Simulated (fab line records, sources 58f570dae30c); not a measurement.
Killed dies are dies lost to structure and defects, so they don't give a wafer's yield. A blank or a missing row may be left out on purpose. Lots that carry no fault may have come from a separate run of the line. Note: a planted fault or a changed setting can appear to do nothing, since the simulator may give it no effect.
fab line records	flow berkeley_cmos170
[record] lots = 15	wafers = 45	last_day = 12
route steps=331 shown NWELL@26 PWELL@50 M3@324
lots untouched by any fault: they come from a run of this same line in which no faults occurred
start_h: the number of hours between the record's first day and the start of the first shown wafer of the lot	wait_h: hours since the lot's step before	" as in the row above	L1.1+2: several wafers, shown together as one row	- value missing, or start not given	* or withheld: withheld	< > ~ a bound
route shown NAME@n: names a module that has steps shown in the file, with the first one's number in the route	usual: mean/standard deviation taken from wafers without a fault	same: alike in all rows	chamber/n: place in a boat	sites: per-site readings	_std_site: how widely they spread, as a standard deviation	_edge_site: outer sites' mean less inner sites'	radius_mm: how far each site lies from the wafer's centre	mask NAME#n: copy n	behind: tool/chamber where the wafer was last shaped	hold: reason for holding the lot/hours on hold/outcome of the hold	device: transistor that didn't switch, given as n, p or np	end of line: at the end of the route, the tests of the same wafers	where a step has no rows: the recipe by itself	killed: not the wafer's yield, but the dies lost to structure and defects at the first sort	map: per-die view of a wafer (x killed, . not killed, _ where there is no die)
set.NAME: the setting the step ran with; set.NAME@STEP: the setting that earlier step ran with	model.NAME: the simulator's own value behind a step, which no gauge read
a sample of lots followed through the steps of the route, with each step as a table and each wafer as a row
services: the hour from which a tool's chamber was out of use, counted from the record's first day as start_h (under 0 if before that day), plus the number of hours and why
[[steps]]
[step UCB170_NWELL_OVL_MEAS_12]
[usual] NWELL_OVL = 1/4.9
lot.wafer	tool	chamber	start_h	wait_h	NWELL_OVL[nm]
L563.1	overlay-02	-	42.45	-	-4
L563.2	"	-	"	"	2
L563.3	"	-	"	"	-1
L564.3	overlay-02	-	47.39	-	-1
L564.4	"	-	"	"	1
L564.6	"	-	"	"	-4
L565.2	overlay-02	-	47.62	-	-1
L565.3	"	-	"	"	-6
L565.5	"	-	"	"	2
L566.1	overlay-02	-	54.60	-	0
L566.2	"	-	"	"	1
L566.4	"	-	"	"	-3
L568.2	overlay-02	-	63.34	-	-8
L568.3	"	-	"	"	-2
L568.5	"	-	"	"	-1
L567.1	overlay-01	-	63.45	-	-7
L567.3	"	-	"	"	-1
L567.4	"	-	"	"	1
L571.3	overlay-01	-	80.71	-	1
L571.4	"	-	"	"	-3
L571.5	"	-	"	"	9
L572.2	overlay-01	-	85.50	-	-3
L572.3	"	-	"	"	0
L572.5	"	-	"	"	0
L573.1	overlay-02	-	94.90	-	-2
L573.3	"	-	"	"	2
L573.5	"	-	"	"	-2
L574.2	overlay-01	-	95.15	-	-2
L574.4	"	-	"	"	-4
L574.5	"	-	"	"	-2
L575.1	overlay-01	-	99.49	-	-3
L575.3	"	-	"	"	1
L575.6	"	-	"	"	-9
L579.3	overlay-02	-	116.92	-	3
L579.4	"	-	"	"	0
L579.6	"	-	"	"	1
L581.1	overlay-01	-	124.50	-	0
L581.2	"	-	"	"	5
L581.4	"	-	"	"	0
L583.2	overlay-02	-	131.33	-	4
L583.4	"	-	"	"	1
L583.5	"	-	"	"	0
L585.1	overlay-02	-	149.94	-	-5
L585.3	"	-	"	"	-2
L585.5	"	-	"	"	5
[step UCB170_PWELL_STRIP_16]
[recipe] chemistry = O2	power_w = 400	pressure_mtorr = 3500	platen_temp_c = withheld	o2_flow_sccm = 400	overash_fraction = 0.5
[usual] drypump_motor_current_A = 5.5/0.58	o2_flow_sccm = 399.9/1.1	oes_product_au = 0.721/0.0046	strip_time_to_endpoint_s = 18.06/0.12
lot.wafer	tool	chamber	start_h	wait_h	drypump_motor_current_A	o2_flow_sccm	oes_product_au	rf_hours_counter_h	strip_time_to_endpoint_s
L563.1	plasma_asher-01	1	62.44	0.1	4.6	400.5	0.719	36	18.23
L563.2	"	0	"	"	5.3	397.6	0.721	36	18.06
L563.3	"	0	"	"	5.3	399.0	0.724	-	18.04
L564.3	plasma_asher-01	1	65.59	0.1	4.6	398.0	0.720	-	18.10
L564.4	"	0	"	"	5.3	400.3	0.712	-	18.00
L564.6	"	1	"	"	4.6	400.1	0.722	-	18.13
L565.2	plasma_asher-01	0	65.80	0.1	5.2	399.8	0.719	37	18.05
L565.3	"	0	"	"	5.3	400.6	0.720	-	18.01
L565.5	"	1	"	"	4.6	399.7	0.713	-	18.02
L566.1	plasma_asher-04	0	72.56	0.1	5.7	399.9	0.721	33	18.25
L566.2	"	1	"	"	6.4	400.5	0.716	33	18.19
L566.4	"	0	"	"	5.7	399.7	0.714	-	18.10
L568.2	plasma_asher-01	0	90.60	0.1	5.3	399.5	0.724	39	17.95
L568.3	"	0	"	"	5.2	399.8	0.725	-	18.18
L568.5	"	1	"	"	4.6	398.8	0.730	-	17.98
L567.1	plasma_asher-01	1	90.93	0.1	4.6	400.7	0.719	39	18.08
L567.3	"	0	"	"	5.3	400.9	0.721	-	18.20
L567.4	"	1	"	"	4.6	400.5	0.721	-	18.10
L571.3	plasma_asher-02	1	98.45	0.1	6.0	398.4	0.725	-	17.98
L571.4	"	0	"	"	5.8	399.2	0.730	-	17.96
L571.5	"	1	"	"	6.0	398.7	0.722	-	18.07
L572.2	plasma_asher-02	1	99.66	0.1	6.0	399.1	0.723	41	18.36
L572.3	"	1	"	"	6.0	400.0	0.724	-	18.06
L572.5	"	0	"	"	5.8	400.8	0.712	-	18.10
L573.1	plasma_asher-01	0	115.95	0.1	5.3	399.4	0.723	42	18.19
L573.3	"	1	"	"	4.6	400.6	0.715	-	17.98
L573.5	"	0	"	"	5.3	399.8	0.725	-	17.99
L574.2	plasma_asher-04	0	116.35	0.1	5.7	400.7	0.728	38	18.05
L574.4	"	0	"	"	5.7	399.0	0.723	-	18.07
L574.5	"	1	"	"	6.4	400.0	0.716	-	17.97
L575.1	plasma_asher-02	1	123.82	0.1	6.0	397.4	0.724	0	18.03
L575.3	"	0	"	"	5.8	400.7	0.720	-	18.09
L575.6	"	0	"	"	5.8	401.6	0.723	-	18.10
L579.3	plasma_asher-04	0	131.07	0.1	5.6	401.6	0.721	-	18.04
L579.4	"	1	"	"	6.4	400.0	0.714	-	18.16
L579.6	"	0	"	"	5.7	401.3	0.720	-	17.92
L581.1	plasma_asher-02	1	147.16	0.1	6.0	399.4	0.722	3	18.07
L581.2	"	0	"	"	5.8	400.4	0.725	3	18.04
L581.4	"	0	"	"	5.8	399.4	0.717	-	18.02
L583.2	plasma_asher-02	0	152.44	0.1	5.8	400.5	0.715	4	18.18
L583.4	"	0	"	"	5.8	400.2	0.724	-	18.05
L583.5	"	0	"	"	5.8	399.8	0.722	-	18.05
L585.1	plasma_asher-02	0	168.81	0.1	5.8	399.4	0.721	6	17.95
L585.3	"	1	"	"	6.0	400.3	0.722	-	18.11
L585.5	"	0	"	"	5.8	398.2	0.721	-	18.19
[step UCB170_M3_CD_MEAS_15]
[recipe] target_cd_nm = 700
[usual] cd_nm = 699.9/1.2
lot.wafer	tool	chamber	start_h	wait_h	cd_nm
L565.2	cd_sem-02	-	190.63	-	699.8
L565.3	"	-	"	"	698.4
L565.5	"	-	"	"	699.8
L563.1	cd_sem-02	-	190.88	-	701.1
L563.2	"	-	"	"	698.9
L563.3	"	-	"	"	699.6
L564.3	cd_sem-01	-	191.01	-	698.9
L564.4	"	-	"	"	698.8
L564.6	"	-	"	"	699.0
L566.1	cd_sem-01	-	197.48	-	700.0
L566.2	"	-	"	"	700.0
L566.4	"	-	"	"	699.2
L567.1	cd_sem-02	-	203.34	-	699.8
L567.3	"	-	"	"	701.0
L567.4	"	-	"	"	700.0
L568.2	cd_sem-01	-	205.72	-	699.6
L568.3	"	-	"	"	699.3
L568.5	"	-	"	"	700.5
L572.2	cd_sem-01	-	227.44	-	699.8
L572.3	"	-	"	"	698.4
L572.5	"	-	"	"	698.9
L571.3	cd_sem-02	-	228.91	-	698.4
L571.4	"	-	"	"	698.8
L571.5	"	-	"	"	698.7
L573.1	cd_sem-01	-	228.97	-	699.9
L573.3	"	-	"	"	699.6
L573.5	"	-	"	"	700.2
L575.1	cd_sem-01	-	242.49	-	699.2
L575.3	"	-	"	"	700.1
L575.6	"	-	"	"	699.7
L574.2	cd_sem-01	-	250.10	-	701.8
L574.4	"	-	"	"	700.6
L574.5	"	-	"	"	700.9
L579.3	cd_sem-02	-	250.70	-	699.2
L579.4	"	-	"	"	699.5
L579.6	"	-	"	"	699.4
L583.2	cd_sem-01	-	278.88	-	699.5
L583.4	"	-	"	"	700.6
L583.5	"	-	"	"	699.2
L581.1	cd_sem-02	-	279.13	-	699.6
L581.2	"	-	"	"	700.2
L581.4	"	-	"	"	698.9
L585.1	cd_sem-01	-	284.85	-	699.3
L585.3	"	-	"	"	701.2
L585.5	"	-	"	"	700.6
[step UCB170_M3_METAL_ETCH_18]
[recipe] chemistry = Cl2/BCl3	target = Al	stop_on = SiO2	pressure_mtorr = 12	target_depth_a = 11700	over_etch_frac = 0.3	time_s = 195	icp_w = 600	bias_w = 120	Cl2_flow_sccm = 90	bcl3_flow_sccm = 45
[usual] bcl3_flow_sccm = 45.03/0.14	bias_w = 120.0/0.35	drypump_motor_current_A = 5.46/0.21	oes_product_au = 0.848/0.014	throttle_valve_pct = 24.4/0.3
lot.wafer	tool	chamber	start_h	wait_h	bcl3_flow_sccm	bias_w	drypump_motor_current_A	oes_product_au	rf_hours_counter_h	throttle_valve_pct
L565.2	rie_metal-04	0	190.81	-	45.00	119.5	5.27	0.843	1	23.9
L565.3	"	1	"	"	45.14	119.5	5.21	0.873	-	24.8
L565.5	"	1	"	"	44.87	119.5	5.22	0.872	-	24.8
L563.1	rie_metal-02	1	191.08	-	44.94	120.0	5.65	0.845	9	24.5
L563.2	"	0	"	"	45.13	119.7	5.81	0.847	1	24.3
L563.3	"	0	"	"	44.99	120.2	5.80	0.850	-	24.3
L564.3	rie_metal-04	1	191.23	-	44.93	119.6	5.20	0.869	-	24.8
L564.4	"	0	"	"	45.16	120.3	5.20	0.829	-	23.9
L564.6	"	0	"	"	45.12	120.2	5.19	0.826	-	23.9
L566.1	rie_metal-03	1	197.67	-	45.13	120.3	5.38	0.858	6	24.6
L566.2	"	0	"	"	44.91	119.5	5.42	0.832	15	24.2
L566.4	"	0	"	"	45.11	120.0	5.40	0.818	-	24.2
L567.1	rie_metal-02	1	203.54	-	45.44	120.8	5.63	0.845	9	24.5
L567.3	"	0	"	"	45.12	119.9	5.80	0.846	-	24.3
L567.4	"	1	"	"	45.33	120.7	5.63	0.839	-	24.6
L568.2	rie_metal-03	1	205.90	-	45.01	119.6	5.42	0.868	7	24.6
L568.3	"	1	"	"	45.12	119.6	5.41	0.859	-	24.6
L568.5	"	0	"	"	45.04	120.1	5.41	0.831	-	24.2
L572.2	rie_metal-04	1	227.61	-	-	-	-	-	-	-
L572.3	"	1	"	"	-	-	-	-	-	-
L572.5	"	1	"	"	-	-	-	-	-	-
L571.3	rie_metal-02	1	229.13	-	-	-	-	-	-	-
L571.4	"	0	"	"	-	-	-	-	-	-
L571.5	"	0	"	"	-	-	-	-	-	-
L573.1	rie_metal-03	0	229.17	-	-	-	-	-	-	-
L573.3	"	0	"	"	-	-	-	-	-	-
L573.5	"	0	"	"	-	-	-	-	-	-
L575.1	rie_metal-02	0	242.69	-	45.06	120.7	5.80	0.847	3	24.4
L575.3	"	1	"	"	44.88	119.7	5.68	0.821	-	24.6
L575.6	"	0	"	"	44.92	120.8	5.80	0.850	-	24.3
L574.2	rie_metal-02	0	250.28	-	44.99	120.3	5.81	0.857	3	24.3
L574.4	"	0	"	"	45.18	119.6	5.83	0.841	-	24.4
L574.5	"	0	"	"	45.14	120.2	5.83	0.838	-	24.3
L579.3	rie_metal-03	0	250.92	-	44.99	120.1	5.41	0.845	-	24.2
L579.4	"	1	"	"	44.97	119.8	5.42	0.865	-	24.6
L579.6	"	1	"	"	45.03	119.8	5.42	0.851	-	24.6
L583.2	rie_metal-03	1	279.12	-	44.97	120.2	5.41	0.858	-	24.6
L583.4	"	1	"	"	45.05	120.1	5.43	0.857	-	24.5
L583.5	"	1	"	"	45.06	120.3	5.43	0.854	-	24.6
L581.1	rie_metal-02	0	279.33	-	45.13	120.3	5.84	0.847	4	24.4
L581.2	"	1	"	"	45.08	120.1	5.65	0.854	11	24.5
L581.4	"	1	"	"	44.76	119.9	5.67	0.837	-	24.5
L585.1	rie_metal-03	1	285.04	-	45.19	120.1	5.43	0.859	10	24.6
L585.3	"	1	"	"	44.62	119.4	5.44	0.854	-	24.6
L585.5	"	1	"	"	45.17	120.0	5.42	0.849	-	24.6
[step UCB170_M3_STRIP_19]
[recipe] chemistry = O2	power_w = 400	pressure_mtorr = 3500	platen_temp_c = withheld	o2_flow_sccm = 400	overash_fraction = 0.5
[usual] drypump_motor_current_A = 5.6/0.56	o2_flow_sccm = 400.0/1.9	oes_product_au = 0.542/0.018
lot.wafer	tool	chamber	start_h	wait_h	drypump_motor_current_A	o2_flow_sccm	oes_product_au	rf_hours_counter_h
L565.2	plasma_asher-01	0	190.99	0.1	5.3	398.8	0.564	49
L565.3	"	0	"	"	5.3	398.6	0.550	-
L565.5	"	0	"	"	5.3	398.7	0.543	-
L563.1	plasma_asher-02	1	191.27	0.1	6.0	398.9	0.542	8
L563.2	"	0	"	"	5.8	400.1	0.523	8
L563.3	"	0	"	"	5.8	400.0	0.516	-
L564.3	plasma_asher-01	1	191.38	0.1	4.6	401.3	0.546	-
L564.4	"	0	"	"	5.3	399.7	0.555	-
L564.6	"	1	"	"	4.6	401.3	0.563	-
L566.1	plasma_asher-01	1	197.86	0.1	4.6	398.2	0.537	50
L566.2	"	0	"	"	5.3	399.9	0.555	50
L566.4	"	1	"	"	4.6	399.2	0.557	-
L567.1	plasma_asher-04	1	203.79	0.2	6.4	400.7	0.528	47
L567.3	"	1	"	"	6.4	402.6	0.507	-
L567.4	"	0	"	"	5.7	400.3	0.533	-
L568.2	plasma_asher-01	1	206.09	0.1	4.6	400.0	0.535	51
L568.3	"	1	"	"	4.6	398.7	0.531	-
L568.5	"	1	"	"	4.6	399.6	0.551	-
L572.2	plasma_asher-02	1	227.80	0.1	6.0	401.9	0.732	13
L572.3	"	1	"	"	6.0	399.9	0.723	-
L572.5	"	0	"	"	5.8	397.7	0.726	-
L571.3	plasma_asher-02	1	229.28	0.1	6.0	399.0	0.721	-
L571.4	"	0	"	"	5.8	401.2	0.724	-
L571.5	"	1	"	"	6.0	400.6	0.726	-
L573.1	plasma_asher-04	1	229.35	0.1	6.4	400.0	0.726	50
L573.3	"	1	"	"	6.4	400.9	0.724	-
L573.5	"	1	"	"	6.4	402.0	0.722	-
L575.1	plasma_asher-02	1	242.87	0.1	6.0	398.0	0.500	14
L575.3	"	1	"	"	6.0	382.5	0.544	-
L575.6	"	0	"	"	5.8	403.3	0.502	-
L574.2	plasma_asher-04	0	250.47	0.1	5.7	399.3	0.498	52
L574.4	"	0	"	"	5.6	399.5	0.505	-
L574.5	"	0	"	"	5.7	399.4	0.501	-
L579.3	plasma_asher-04	1	251.08	0.1	6.4	401.9	0.546	-
L579.4	"	0	"	"	5.7	399.4	0.546	-
L579.6	"	0	"	"	5.6	400.0	0.546	-
L583.2	plasma_asher-04	1	279.43	0.2	6.4	399.2	0.545	55
L583.4	"	0	"	"	5.7	399.9	0.543	-
L583.5	"	1	"	"	6.4	399.1	0.559	-
L581.1	plasma_asher-01	1	279.52	0.1	4.6	400.8	0.494	58
L581.2	"	0	"	"	5.3	402.2	0.537	58
L581.4	"	1	"	"	4.6	398.0	0.539	-
L585.1	plasma_asher-01	0	285.42	0.3	5.2	399.9	0.544	59
L585.3	"	1	"	"	4.6	400.6	0.546	-
L585.5	"	0	"	"	5.3	400.9	0.548	-
[step UCB170_M3_CD_MEAS_90]
[recipe] target_cd_nm = 700
[usual] cd_nm = 701/3.7
lot.wafer	tool	chamber	start_h	wait_h	cd_nm
L565.2	cd_sem-02	-	191.11	0.1	697
L565.3	"	-	"	"	702
L565.5	"	-	"	"	702
L563.1	cd_sem-02	-	191.37	0.1	706
L563.2	"	-	"	"	696
L563.3	"	-	"	"	699
L564.3	cd_sem-01	-	191.49	0.1	704
L564.4	"	-	"	"	696
L564.6	"	-	"	"	696
L566.1	cd_sem-02	-	197.96	0.1	698
L566.2	"	-	"	"	701
L566.4	"	-	"	"	703
L567.1	cd_sem-02	-	203.89	0.1	703
L567.3	"	-	"	"	696
L567.4	"	-	"	"	701
L568.2	cd_sem-01	-	206.21	0.1	697
L568.3	"	-	"	"	697
L568.5	"	-	"	"	701
L572.2	cd_sem-02	-	227.92	0.1	-
L572.3	"	-	"	"	-
L572.5	"	-	"	"	-
L571.3	cd_sem-01	-	229.39	0.1	-
L571.4	"	-	"	"	-
L571.5	"	-	"	"	-
L573.1	cd_sem-02	-	229.45	0.1	-
L573.3	"	-	"	"	-
L573.5	"	-	"	"	-
L575.1	cd_sem-02	-	242.97	0.1	694
L575.3	"	-	"	"	706
L575.6	"	-	"	"	695
L574.2	cd_sem-01	-	250.59	0.1	699
L574.4	"	-	"	"	699
L574.5	"	-	"	"	698
L579.3	cd_sem-02	-	251.19	0.1	703
L579.4	"	-	"	"	704
L579.6	"	-	"	"	703
L583.2	cd_sem-01	-	279.55	0.1	702
L583.4	"	-	"	"	701
L583.5	"	-	"	"	703
L581.1	cd_sem-02	-	279.62	0.1	703
L581.2	"	-	"	"	702
L581.4	"	-	"	"	702
L585.1	cd_sem-02	-	285.52	0.1	707
L585.3	"	-	"	"	707
L585.5	"	-	"	"	708
[[services]]
tool	chamber	start_h	hours	kind
plasma_asher-02	-	49.08	2.8	pm
plasma_asher-04	-	52.03	17.2	pm
plasma_asher-02	-	54.26	14.6	pm
rie_metal-04	1	86.22	8.0	repair
plasma_asher-02	-	108.75	9.0	pm
plasma_asher-02	0	108.75	9.0	vent_cycle
plasma_asher-02	1	108.75	9.0	vent_cycle
rie_metal-02	0	110.42	-	clean
rie_metal-02	0	110.42	30.8	scheduled_down
rie_metal-02	0	110.42	30.8	vent_cycle
plasma_asher-02	0	117.75	-	clean
plasma_asher-02	1	117.75	-	clean
rie_metal-03	-	124.81	0.5	repair
rie_metal-04	0	125.84	-	clean
rie_metal-04	0	125.84	19.2	scheduled_down
rie_metal-04	0	125.84	19.2	vent_cycle
rie_metal-04	1	167.22	7.1	repair
plasma_asher-04	-	167.26	5.8	repair
plasma_asher-01	-	176.79	3.4	repair
rie_metal-03	1	178.47	8.0	repair
plasma_asher-01	-	211.97	2.7	repair
rie_metal-04	-	248.40	0.5	repair
rie_metal-04	1	276.04	-	clean
rie_metal-03	0	278.66	-	clean
[[key]]
[first_sign] step = UCB170_M3_METAL_ETCH_18	reading = tool_record	direction = missing
[effect] step = UCB170_M3_STRIP_19	reading = oes_product_au	direction = up	sigmas = 10	usual = 0.542	struck = 0.725
[effect] step = UCB170_M3_CD_MEAS_90	reading = cd_nm	direction = missing
met_at UCB170_M3_METAL_ETCH_18
struck_lots L571,L572,L573
later_rows_left_out L571.3,L571.4,L571.5,L572.2,L572.3,L572.5,L573.1,L573.3,L573.5
sort_left_out L571.3,L571.4,L571.5,L572.2,L572.3,L572.5,L573.1,L573.3,L573.5
not_acting_at UCB170_NWELL_OVL_MEAS_12,UCB170_PWELL_STRIP_16,UCB170_M3_CD_MEAS_15
onset_between 205.90 227.61
[fault] kind = skipped_step_whole	tool = rie_metal-02,rie_metal-03,rie_metal-04	chamber = -	onset_h = 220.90	steps = UCB170_M3_METAL_ETCH_18	scope = struck_lots_only
// sort_left_out: the simulated sort isn't trusted on such a fault, so these wafers' sort isn't shown, and their yield isn't known
// later_rows_left_out: the simulator's readings of these wafers behind a module that went badly wrong aren't trusted and aren't shown, but for the sort
